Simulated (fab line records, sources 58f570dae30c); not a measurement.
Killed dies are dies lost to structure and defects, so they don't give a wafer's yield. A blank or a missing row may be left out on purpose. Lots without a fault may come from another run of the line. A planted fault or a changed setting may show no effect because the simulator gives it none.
Which tool did it? | flow berkeley_cmos170 | 7 lots, 21 wafers sampled, at 3 steps of a route of 331

WHAT THE GAUGES READ, wafer by wafer
UCB170_SDANNEAL_RS_MEAS_02: measures by four-point-probe.
lot  | measured     | on            | PSD_RS (ohm/sq)
L199 | day 7 08:53  | film_metro-04 | 75.4 75.2 75.3
L202 | day 7 21:31  | film_metro-02 | 75.4 75.3 75.5
L206 | day 8 13:11  | film_metro-03 | 78.3 78.4 78.6
L209 | day 9 14:10  | film_metro-03 | 75.6 75.5 75.5
L213 | day 10 02:55 | film_metro-04 | 75.6 75.5 75.6
L218 | day 11 05:40 | film_metro-02 | 75.8 75.9 76.1
L219 | day 11 09:30 | film_metro-03 | 75.6 75.5 75.6

WHICH TOOL RAN EACH LOT (tool, then ch and the chambers of the sampled wafers, then the start)
lot  | UCB170_PSD_IMPLANT_08           | UCB170_PSD_STRIP_09
L199 | implanter-02 ch 0, day 6 23:47  | plasma_asher-03 ch 0,1, day 6 23:56
L202 | implanter-04 ch 0, day 7 17:48  | plasma_asher-02 ch 0,1, day 7 17:55
L206 | implanter-04 ch 0, day 8 07:26  | plasma_asher-04 ch 0,1, day 8 07:35
L209 | implanter-01 ch 0, day 9 09:56  | plasma_asher-02 ch 0,1, day 9 10:05
L213 | implanter-02 ch 0, day 9 23:40  | plasma_asher-02 ch 0,1, day 9 23:48
L218 | implanter-02 ch 0, day 11 01:20 | plasma_asher-04 ch 0,1, day 11 01:28
L219 | implanter-02 ch 0, day 11 05:00 | plasma_asher-03 ch 0,1, day 11 05:08
- UCB170_PSD_IMPLANT_08
- UCB170_PSD_STRIP_09: strips in O2.

THE ANSWER, worked out from the rows above alone
Rule: what is usual is taken from the lots themselves. Put in order of their means at a reading, lots are off if they are a third of the lots or fewer, leave a main group of 4 or more, and stand apart from it by a gap of 3 or more times the standard deviation of the main group's means; of several such gaps the widest counts. A main group whose means are all the same, to the digits that the tables above print for the reading, isn't used. A lot without any number at a reading at which 4 lots or more have one is off too. The other lots that the step has rows for count as sound.
Off: L206, at UCB170_SDANNEAL_RS_MEAS_02 (PSD_RS). The main group: mean 75.5 ohm/sq, standard deviation 0.2.
A tool fits if, at a process step before that reading, it ran every lot that is off, and no sound lot after the first of them. The gauges at UCB170_SDANNEAL_RS_MEAS_02 are tried like those tools. One fits: implanter-04 at UCB170_PSD_IMPLANT_08. Its last sound lot is L202 (day 7 17:48), its first lot that is off L206 (day 8 07:26): a fault that began between those two fits.

WHAT THE SIMULATOR HAD PUT IN
Process parameter drift: implanter-04, from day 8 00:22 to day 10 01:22, at UCB170_PSD_IMPLANT_08. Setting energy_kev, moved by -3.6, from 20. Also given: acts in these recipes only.
Lots struck among those shown: L206. The rule above found the same.
